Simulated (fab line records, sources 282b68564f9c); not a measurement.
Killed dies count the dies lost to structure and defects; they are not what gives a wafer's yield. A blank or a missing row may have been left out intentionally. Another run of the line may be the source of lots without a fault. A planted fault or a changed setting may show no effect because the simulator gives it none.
Comparing a struck lot with a sound one -- flow ritCmos -- 44 steps out of a route of 202
Sound: wafers L543.1, L543.3, L543.4. Struck: wafers L545.1, L545.4, L545.5. At the end, the cause is stated.
Each step with rows lists, per side, the tool, then ch with its chambers, then its first start. Under that, the readings that differ: sound wafers -- struck wafers -- difference of the means -- sigmas: that difference in standard deviations of wafers without a fault.
alike: readings whose means differ by less than 2 such deviations, and words and numbers that are the same on both sides. not compared: withheld readings, readings that some wafer has no value for, bounds like >300 that may hide the same value, and numbers for which the record gives no deviation and whose values overlap.
A row with sigmas, a row that says differs or no value, or rows on one side alone: a step with any of these is where the two part. When numbers do not overlap yet have no deviation, they are printed without sigmas and do not part them. Lack of a reading on every wafer of one side parts them only where that side has two or more wafers.

first, 4 steps without rows for these wafers: RIT_NWELL_SOFTBAKE_02 (time 60 s); RIT_NWELL_EXPOSE_03 (exposes mask M2, target cd 43900 nm); RIT_NWELL_PEB_04; RIT_NWELL_DEVELOP_05 (develop time 68 s).
RIT_NWELL_OVL_MEAS_06:
  sound on overlay-02, day 4 11:57; struck on overlay-01, day 4 20:11
  alike: NWELL_OVL
then, 2 steps without rows for these wafers: RIT_NWELL_HARDBAKE_07 (time 120 s); RIT_NWELL_IMPLANT_08.
RIT_NWELL_STRIP_09: strips in O2, time 180 s.
  sound on plasmaAsher-03 ch 0,1, day 4 12:23; struck on plasmaAsher-01 ch 1, day 4 20:37
  alike: drypumpMotorCurrentA
  not compared: rfHoursCounterH
RIT_NWELL_TW_MEAS_10:
  sound on filmMetro-04, day 4 12:34; struck on filmMetro-04, day 4 20:48
  alike: NWELL_TW
then, 2 steps without rows for these wafers: RIT_PWELL_HMDS_00 (prime time 60 s); RIT_PWELL_COAT_01 (resist thk 1300 nm).
RIT_PWELL_SOFTBAKE_02: time 62.36 s.
  sound on lithoTrack-03 ch 0, day 4 12:55; struck on lithoTrack-03 ch 0, day 4 21:10
  alike: plateSensorTCentreC, plateSensorTEdgeC
RIT_PWELL_EXPOSE_03: exposes mask M3, target cd 43700 nm.
  sound on ilineStepper-02 ch 0, day 4 13:04; struck on ilineStepper-01 ch 0, day 4 21:26
reading,sound,struck,difference,sigmas
model.PWELL.overlayXNm (nm),-0.06764 -0.06764 -0.06764,420.1 420.1 420.1,+420.2,
  alike: mask
then, 2 steps without rows for these wafers: RIT_PWELL_PEB_04; RIT_PWELL_DEVELOP_05 (develop time 68 s).
RIT_PWELL_OVL_MEAS_06:
  sound on overlay-02, day 4 13:30; struck on overlay-02, day 4 21:52
reading,sound,struck,difference,sigmas
PWELL_OVL (nm),-2.3 -3.8 -1.9,417.1 419.4 419.7,+421.4,+99 or more
then, 2 steps without rows for these wafers: RIT_PWELL_HARDBAKE_07 (time 120 s); RIT_PWELL_IMPLANT_08.
RIT_PWELL_STRIP_09: strips in O2, time 180 s.
  sound on plasmaAsher-02 ch 0,1, day 4 13:56; struck on plasmaAsher-04 ch 0,1, day 4 22:20
  alike: drypumpMotorCurrentA
  not compared: rfHoursCounterH
RIT_PWELL_TW_MEAS_10:
  sound on filmMetro-04, day 4 14:07; struck on filmMetro-02, day 4 22:30
reading,sound,struck,difference,sigmas
PWELL_TW,960 956 960,941 936 944,-18,-2
then, 1 step without rows for these wafers: RIT_WELLDRIVE_ANNEAL_00 (time 14700 s).
RIT_WELLDRIVE_RS_MEAS_01: uses a four-point probe to measure.
  sound on filmMetro-03, day 4 21:04; struck on filmMetro-02, day 5 04:02
  alike: NWELL_RS
RIT_WELLDRIVE_RS_MEAS_02: uses a four-point probe to measure.
  sound on filmMetro-03, day 4 21:11; struck on filmMetro-02, day 5 04:09
reading,sound,struck,difference,sigmas
PWELL_RS (ohm/sq),427.2 427.8 428.4,431.6 430.7 430.0,+3.0,+2
then, 6 steps without rows for these wafers: RIT_NRETRO_HMDS_00 (prime time 60 s); RIT_NRETRO_COAT_01 (resist thk 1300 nm); RIT_NRETRO_SOFTBAKE_02 (time 60 s); RIT_NRETRO_EXPOSE_03 (exposes mask M4, target cd 43900 nm); RIT_NRETRO_PEB_04; RIT_NRETRO_DEVELOP_05 (develop time 68 s).
RIT_NRETRO_OVL_MEAS_06:
  sound on overlay-01, day 4 22:11; struck on overlay-01, day 5 05:09
  alike: NRETRO_OVL
then, 2 steps without rows for these wafers: RIT_NRETRO_HARDBAKE_07 (time 120 s); RIT_NRETRO_IMPLANT_08.
RIT_NRETRO_STRIP_09: strips in O2, time 180 s.
  sound on plasmaAsher-01 ch 0,1, day 4 22:37; struck on plasmaAsher-02 ch 1, day 5 05:35
  alike: drypumpMotorCurrentA
  not compared: rfHoursCounterH
RIT_NRETRO_TW_MEAS_10:
  sound on filmMetro-01, day 4 22:47; struck on filmMetro-01, day 5 05:46
  alike: NRETRO_TW
then, 6 steps without rows for these wafers: RIT_PRETRO_HMDS_00 (prime time 60 s); RIT_PRETRO_COAT_01 (resist thk 1300 nm); RIT_PRETRO_SOFTBAKE_02 (time 60 s); RIT_PRETRO_EXPOSE_03 (exposes mask M5, target cd 43700 nm); RIT_PRETRO_PEB_04; RIT_PRETRO_DEVELOP_05 (develop time 68 s).
RIT_PRETRO_OVL_MEAS_06:
  sound on overlay-02, day 4 23:51; struck on overlay-02, day 5 06:42
reading,sound,struck,difference,sigmas
PRETRO_OVL (nm),-3.2 -1.6 -2.1,0.1 -0.5 2.2,+2.9,+2
then, 1 step without rows for these wafers: RIT_PRETRO_HARDBAKE_07 (time 120 s).
RIT_GATE_ETCH_19: etches poly-Si in SF6/CHF3/O2, stops on SiO2, time 165 s, target depth 312.5 nm.
  sound on rieSi-02 ch 0,1,3, day 5 05:28; struck on rieSi-02 ch 0,3, day 5 16:07
reading,sound,struck,difference,sigmas
model.GATE.cdNm (nm),151.9 152 149.4,164.6 164.7 163.8,+13.3,
  alike: O2_flow_sccm, drypumpMotorCurrentA, oesProductAu, throttleValvePct
  not compared: rfHoursCounterH
RIT_M1_PROBE_99:
  sound on prober-02, day 6 03:42; struck on prober-02, day 6 12:58
reading,sound,struck,difference,sigmas
model.etest.pmosTurned.rOnOhmUm,3495 3554 3412,3800 3875 3806,+340,
model.etest.pmos_0p15.rOnOhmUm,2840 2843 2738,3148 3147 3127,+334,
model.etest.wellEdgeLeft.lineOhmUm,183.2 181.2 182,226.3 226.7 227.7,+44.8,
model.etest.nmos_0p15.rOnOhmUm,1191 1153 1130,1304 1260 1297,+129,
model.etest.wellEdgeRight.lineOhmUm,185.1 182.6 182.3,161 162.7 162.9,-21,
model.etest.nmos_0p15.driveUaUm,452.8 437 463.3,403.1 399.7 402,-49.4,
model.etest.pmos_0p15.driveUaUm,251.3 244.4 258.2,222.8 215.8 219.8,-31.8,
model.etest.npolyLine.lineOhmUm,164.4 169.6 167.2,146.1 145.7 144.4,-21.7,
  alike: killedAtFrontEnd, killedDies, killedOpen, killedShort

## WHERE THEY PART
Earliest at RIT_PWELL_OVL_MEAS_06; latest, in this record, at RIT_PRETRO_OVL_MEAS_06. Later steps at which nothing parts them and some readings are alike: RIT_GATE_ETCH_19, RIT_M1_PROBE_99.

WHY: what the simulator had put in
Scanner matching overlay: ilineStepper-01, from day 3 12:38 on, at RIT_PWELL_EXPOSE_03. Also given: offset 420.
